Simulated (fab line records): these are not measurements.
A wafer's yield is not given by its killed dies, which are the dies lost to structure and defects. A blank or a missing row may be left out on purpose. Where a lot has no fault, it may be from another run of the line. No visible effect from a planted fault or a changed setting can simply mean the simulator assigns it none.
The tool behind it: which one? | flow berkeley_cmos170 | 14 lots, 42 wafers sampled, at 4 steps of a route of 331

== WHAT THE GAUGES SHOWED, per wafer ==
UCB170_NWELL_THK_MEAS_05.
lot  | measured    | on            | NWELL_NITRIDE_THK (nm)
L467 | day 2 05:43 | film_metro-04 | 224.1 225.1 224.8
L468 | day 2 09:01 | film_metro-04 | 224.9 225.5 223.9
L469 | day 2 15:24 | film_metro-01 | 224.0 225.4 224.3
L470 | day 2 22:31 | film_metro-02 | 222.8 222.6 224.8
L471 | day 3 06:11 | film_metro-02 | 225.9 226.1 226.8
L472 | day 3 10:38 | film_metro-01 | 225.5 225.2 225.0
L475 | day 4 04:15 | film_metro-01 | 225.3 225.1 227.6
L480 | day 5 02:29 | film_metro-04 | 221.3 220.8 220.5
L481 | day 5 05:50 | film_metro-01 | 221.5 226.0 223.6
L482 | day 5 15:33 | film_metro-04 | 223.1 225.6 223.2
L483 | day 5 15:34 | film_metro-02 | 226.3 224.5 226.0
L484 | day 6 01:08 | film_metro-01 | 220.2 221.2 220.7
L485 | day 6 04:14 | film_metro-01 | 222.4 222.7 220.3
L486 | day 6 06:39 | film_metro-04 | 221.5 223.9 223.5

UCB170_PWELL_OVL_MEAS_13.
lot  | measured    | on         | PWELL_OVL (nm)
L467 | day 2 21:37 | overlay-02 | -8 -4 -2
L468 | day 3 01:41 | overlay-02 | 10 10 5
L469 | day 3 08:28 | overlay-01 | -1 -7 -2
L470 | day 3 17:08 | overlay-02 | -4 -1 -4
L471 | day 3 23:54 | overlay-02 | -3 -4 -2
L472 | day 4 03:25 | overlay-01 | 5 -3 5
L475 | day 4 19:22 | overlay-01 | 2 5 4
L480 | day 6 01:23 | overlay-01 | -5 -7 0
L481 | day 6 01:25 | overlay-02 | 6 9 0
L482 | day 6 08:01 | overlay-01 | 9 1 0
L483 | day 6 09:54 | overlay-02 | -4 -3 -5
L484 | day 6 15:44 | overlay-02 | -2 4 -2
L485 | day 6 21:43 | overlay-01 | -4 -5 -4
L486 | day 7 02:29 | overlay-02 | -7 6 4

UCB170_ACTIVE_THK_MEAS_06.
lot  | measured    | on            | ACTIVE_NITRIDE_THK (nm)
L467 | day 4 01:55 | film_metro-01 | 219.8 218.5 219.6
L468 | day 4 01:54 | film_metro-02 | 221.2 217.4 219.3
L469 | day 4 07:47 | film_metro-02 | 220.5 221.3 222.3
L470 | day 4 20:33 | film_metro-01 | 217.8 217.9 217.3
L471 | day 5 01:42 | film_metro-03 | 217.8 218.2 217.7
L472 | day 5 01:42 | film_metro-02 | 217.4 218.2 216.0
L475 | day 5 21:05 | film_metro-01 | 218.8 221.0 220.0
L480 | day 6 22:29 | film_metro-03 | 90.9 92.2 91.6
L481 | day 6 22:30 | film_metro-01 | 96.7 95.0 97.8
L482 | day 7 18:36 | film_metro-03 | 221.1 222.1 222.4
L483 | day 7 18:37 | film_metro-01 | 215.6 216.2 216.1
L484 | day 8 02:14 | film_metro-02 | 219.7 219.7 216.8
L485 | day 8 08:39 | film_metro-02 | 219.7 219.0 222.0
L486 | day 8 08:39 | film_metro-03 | 217.0 218.4 218.2

== EACH LOT AND THE TOOL THAT RAN IT (in order: tool; ch and the chambers of the sampled wafers; start) ==
lot  | UCB170_ACTIVE_CVD_05
L467 | lpcvd-01 ch 0, day 3 23:59
L468 | lpcvd-01 ch 0, day 3 23:59
L469 | lpcvd-01 ch 0, day 4 05:50
L470 | lpcvd-01 ch 0, day 4 18:38
L471 | lpcvd-01 ch 0, day 4 23:47
L472 | lpcvd-01 ch 0, day 4 23:47
L475 | lpcvd-02 ch 1, day 5 19:10
L480 | lpcvd-01 ch 1, day 6 19:36
L481 | lpcvd-01 ch 0, day 6 19:36
L482 | lpcvd-02 ch 1, day 7 16:41
L483 | lpcvd-02 ch 1, day 7 16:41
L484 | lpcvd-02 ch 0, day 8 00:19
L485 | lpcvd-02 ch 0, day 8 05:46
L486 | lpcvd-02 ch 1, day 8 05:46
- UCB170_ACTIVE_CVD_05: deposits Si3N4 from SiH2Cl2/NH3, target thk 220 nm, time 3300 s.

== AS READ BY THE TOOLS THEMSELVES (means over the sampled wafers that have a number; for cases with no such wafer, the mark the record gives instead) ==
UCB170_ACTIVE_CVD_05.
lot  | tool     | susceptor_temp_C (C)
L467 | lpcvd-01 | 799.7
L468 | lpcvd-01 | 800.0
L469 | lpcvd-01 | 800.0
L470 | lpcvd-01 | 800.3
L471 | lpcvd-01 | 800.2
L472 | lpcvd-01 | 800.3
L475 | lpcvd-02 | 799.7
L480 | lpcvd-01 | 799.6
L481 | lpcvd-01 | 799.8
L482 | lpcvd-02 | 799.8
L483 | lpcvd-02 | 800.5
L484 | lpcvd-02 | 800.1
L485 | lpcvd-02 | 799.7
L486 | lpcvd-02 | 800.1

== THE ANSWER, worked out from the rows above alone ==
Rule: the lots themselves supply what counts as usual. The widest of any qualifying gaps counts: lots, ordered by their means at a reading, are off when they make up no more than a third of the lots, leave a main group of 4 or more, and stand apart from it by 3 or more times the standard deviation of that group's means. If all means in a main group match to the digits the tables above print for the reading, that group is not used. A lot without any number at a reading at which 4 lots or more have one is off too. Any other lot the step has rows for is counted as sound. Order of review: gauges by route order, followed by the tools' own readings, for which a lot's mean as printed above is used. The first step at which some lot is off is used, and at that step the reading that is off furthest; a lot without a number counts as furthest.
Off: L480, L481, at UCB170_ACTIVE_THK_MEAS_06 (ACTIVE_NITRIDE_THK). The main group: mean 218.9 nm, standard deviation 1.7.
If a tool, at a process step before that reading, ran all the lots that are off and no sound lot after the first of them, it fits. Gauges at UCB170_ACTIVE_THK_MEAS_06: tried the same way as those tools. One fits: lpcvd-01 at UCB170_ACTIVE_CVD_05. A fault onset in the window from L471 (day 4 23:47, its last sound lot) to L480 (day 6 19:36, its first lot off) fits.

== WHAT THE SIMULATOR PUT IN ==
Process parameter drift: lpcvd-01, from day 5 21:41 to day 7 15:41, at UCB170_ACTIVE_CVD_05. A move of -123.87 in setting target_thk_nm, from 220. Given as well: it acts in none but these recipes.
Shown lots that were struck: L480, L481. The rule above reached the same finding.
